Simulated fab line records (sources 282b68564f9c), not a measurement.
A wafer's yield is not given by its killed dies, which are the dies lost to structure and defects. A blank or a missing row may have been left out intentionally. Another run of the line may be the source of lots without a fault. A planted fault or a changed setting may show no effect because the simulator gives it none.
A lot that was struck, set against a sound lot + flow rit_cmos + 16 out of 202 route steps
Sound: wafers L465.3, L465.4, L465.6. The struck wafers were L473.1, L473.3, L473.6. The cause comes at the end.
Each step with rows lists, per side, the tool, then ch with its chambers, then its first start. Under that, the readings that differ: sound wafers + struck wafers + difference of the means + sigmas: that difference in standard deviations of wafers without a fault.
alike: readings with means less than 2 such deviations apart, plus words and numbers identical on both sides. not compared: withheld readings, readings lacking a value on some wafer, bounds such as >300 that could conceal the same value, and numbers that have no deviation in the record and whose values overlap.
The two part at a step that has a row with sigmas, a row that says differs or no value, or rows on one side only. Numbers that don't overlap but have no deviation are shown without sigmas and don't part them. A reading that every wafer of one side lacks parts them only if that side has two wafers or more.

first, 4 steps without rows for these wafers: RIT_ACTIVE_SOFTBAKE_07 (time 60 s); RIT_ACTIVE_EXPOSE_08 (exposes mask M1, target cd 1400 nm); RIT_ACTIVE_PEB_09; RIT_ACTIVE_DEVELOP_10 (develop time 50 s).
RIT_ACTIVE_CD_MEAS_11: target cd 1400 nm.
  struck on cd_sem-01, day 3 06:34; sound on cd_sem-01, day 1 15:34
  alike: cd_nm
then, 1 step without rows for these wafers: RIT_ACTIVE_HARDBAKE_12 (time 60 s).
RIT_ACTIVE_ETCH_13: etches Si3N4 in SF6, stops on SiO2, time 210 s, target depth 210 nm.
  sound on rie_diel-01 ch 0,2,3, day 1 15:47; struck on rie_diel-01 ch 1,3, day 3 06:50
  alike: drypump_motor_current_A, oes_product_au, throttle_valve_pct
  not compared: rf_hours_counter_h
RIT_ACTIVE_STRIP_14: strips in O2, time 180 s.
  sound on plasma_asher-03 ch 0,1, day 1 15:59; struck on plasma_asher-01 ch 0,1, day 3 06:58
  alike: drypump_motor_current_A, rf_refl_power_W
  not compared: rf_hours_counter_h
RIT_ACTIVE_CD_MEAS_90: target cd 1400 nm.
  struck on cd_sem-01, day 3 07:08; sound on cd_sem-02, day 1 16:08
  alike: cd_nm
then, 3 steps without rows for these wafers: RIT_ACTIVE_CLEAN_15 (cleans in SC1, time 600 s); RIT_ACTIVE_CLEAN_16 (cleans in dHF, time 30 s); RIT_ACTIVE_CLEAN_17 (cleans in SC2, time 600 s).
RIT_FOX1_OXIDATION_00: target thk 350.7 nm, ox time 1130 s.
  sound on furnace-02 ch 0, day 1 16:35; struck on furnace-02 ch 0, day 3 07:38
| reading                                     | sound             | struck          | difference | sigmas |
|---------------------------------------------|-------------------|-----------------|------------|--------|
| ox_time_s (s)                               | 1130 1130 1130    | 1356 1356 1356  | +226       |        |
| model.SiO2_of_FOX1_OXIDATION_00.thk_nm (nm) | 348.9 343.6 350.3 | 387.5 391 388.1 | +41.3      |        |
  alike: spike_tc_source_C
RIT_FOX1_THK_MEAS_01:
  struck on film_metro-03, day 3 08:56; sound on film_metro-03, day 1 17:55
| reading             | sound       | struck      | difference | sigmas |
|---------------------|-------------|-------------|------------|--------|
| FOX1_OXIDE_THK (nm) | 349 344 350 | 388 391 388 | +41        | +8     |
then, 1 step without rows for these wafers: RIT_FOX1_WET_ETCH_02 (etches SiO2 in BOE, target depth 350 nm, time 390 s).
RIT_M1_PROBE_99:
  struck on prober-01, day 5 04:28; sound on prober-02, day 3 10:40
| reading                             | sound          | struck         | difference | sigmas |
|-------------------------------------|----------------|----------------|------------|--------|
| killed_at_M0_to_M3                  | 0 0 0          | 0 1 0          | +0         | +3     |
| model.etest.pldd.width_nm (nm)      | 3190 3189 3172 | 3156 3133 3138 | -41        |        |
| model.etest.nldd.width_nm (nm)      | 3188 3184 3161 | 3154 3138 3128 | -38        |        |
| model.etest.pplus_sal.width_nm (nm) | 3473 3450 3463 | 3427 3411 3420 | -43        |        |
| model.etest.nplus_sal.width_nm (nm) | 3471 3452 3444 | 3411 3384 3413 | -53        |        |
  alike: killed_at_contacts, killed_at_front_end, killed_dies, killed_open, killed_short

## WHERE THEY PART
Earliest at RIT_FOX1_THK_MEAS_01; latest, in this record, at RIT_M1_PROBE_99.

WHY: the cause the simulator had injected
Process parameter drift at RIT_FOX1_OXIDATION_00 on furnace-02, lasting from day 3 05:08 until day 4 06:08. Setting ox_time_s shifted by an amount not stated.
